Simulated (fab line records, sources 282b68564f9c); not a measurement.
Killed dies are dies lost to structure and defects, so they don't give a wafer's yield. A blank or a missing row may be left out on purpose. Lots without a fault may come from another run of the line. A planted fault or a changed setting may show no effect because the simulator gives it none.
A sampling plan put to the test | flow rit_cmos | one fab line, 8 faults that these records tell of, each judged on the records of the lots that it struck; 4 more are left out, because the records don't allow judging them
The plan is the line's own looks: the steps of the route at which a gauge or an inspection reads the wafer and doesn't change it. A look can be judged if struck wafers have a number there and the file gives its usual mean and standard deviation on fault-free wafers. Caught: at a look after the fault's first step, the mean of the struck wafers lies 4 or more of those standard deviations (sigma) from the usual mean. On the tool: the same test on the tool's own readings at the fault's steps. Another recipe on the struck wafers, or a record that is blank for them alone, also counts as caught.

THE FAULTS, as the simulator had put them in
1. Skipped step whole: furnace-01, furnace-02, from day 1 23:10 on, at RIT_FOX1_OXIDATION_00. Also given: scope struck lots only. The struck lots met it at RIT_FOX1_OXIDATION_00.
2. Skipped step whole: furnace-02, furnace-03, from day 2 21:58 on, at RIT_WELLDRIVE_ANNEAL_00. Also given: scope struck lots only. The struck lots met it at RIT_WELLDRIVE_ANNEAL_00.
3. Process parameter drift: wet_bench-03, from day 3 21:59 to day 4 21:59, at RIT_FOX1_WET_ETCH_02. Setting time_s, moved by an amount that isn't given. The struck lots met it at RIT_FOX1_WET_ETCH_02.
4. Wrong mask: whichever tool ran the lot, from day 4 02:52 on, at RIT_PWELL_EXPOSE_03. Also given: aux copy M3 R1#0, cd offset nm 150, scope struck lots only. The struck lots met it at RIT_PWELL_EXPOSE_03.
5. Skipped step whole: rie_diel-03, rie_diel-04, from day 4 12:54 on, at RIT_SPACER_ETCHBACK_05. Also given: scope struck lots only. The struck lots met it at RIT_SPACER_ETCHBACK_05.
6. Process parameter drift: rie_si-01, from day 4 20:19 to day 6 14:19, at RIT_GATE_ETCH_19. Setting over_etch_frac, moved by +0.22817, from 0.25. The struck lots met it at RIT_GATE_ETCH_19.
7. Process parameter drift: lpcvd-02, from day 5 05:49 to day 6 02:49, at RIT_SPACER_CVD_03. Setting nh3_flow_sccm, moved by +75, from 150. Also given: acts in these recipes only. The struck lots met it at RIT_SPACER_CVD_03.
8. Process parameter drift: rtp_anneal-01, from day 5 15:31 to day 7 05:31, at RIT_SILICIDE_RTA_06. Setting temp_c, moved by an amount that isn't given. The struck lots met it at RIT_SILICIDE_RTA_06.

WHAT THE PLAN SAW
fault | on the tool itself                               | first look that catches it     | reading, sigma         | median hours from its first step to that look | hours from the fault's start to the first struck lot there | judged looks passed uncaught
1     | the tool's record is blank for the struck wafers | no look after it can be judged | -                      | -                                             | -                                                          | 0
2     | the tool's record is blank for the struck wafers | no look after it can be judged | -                      | -                                             | -                                                          | 0
3     | run_length_s +60 sigma                           | no look after it can be judged | -                      | -                                             | -                                                          | 0
4     | under 2 sigma                                    | no look after it can be judged | -                      | -                                             | -                                                          | 0
5     | the tool's record is blank for the struck wafers | no look after it can be judged | -                      | -                                             | -                                                          | 0
6     | oes_product_au -8.8 sigma                        | no look after it can be judged | -                      | -                                             | -                                                          | 0
7     | nh3_flow_sccm +99 or beyond sigma                | RIT_SPACER_THK_MEAS_04         | SPACER_NITRIDE_THK +31 | 1.9                                           | 9                                                          | 0
8     | wafer_temp_C_max -99 or beyond sigma             | no look after it can be judged | -                      | -                                             | -                                                          | 0
A dash: the fault isn't caught, or these records don't give the number.

Caught at a look: 1 of 8. Caught on the tool: 7 of 8. By one or the other: 7 of 8.
Caught on the tool alone: faults 1, 2, 3, 5, 6, 8.
Caught by neither: fault 4.

THINNER SAMPLING
If the look that catches a fault measured only every second or every third lot, by lot number, the first struck lot would be measured this late in the worst case:
fault | struck lots at that look, in order of time | every lot | every second lot | every third lot
7     | L451, L452                                 | 9 h       | 16 h             | may miss all 2
Hours are from the fault's start to the first struck lot that is measured. The limit of 4 sigma was tested on all struck wafers together, so one lot alone may lie under it. Other struck lots may not be in these records.

THE LONGEST TIMED WAY FROM STEP TO LOOK
Fault 7: a median of 1.9 hours passes between RIT_SPACER_CVD_03 and RIT_SPACER_THK_MEAS_04. No look between them can be judged.
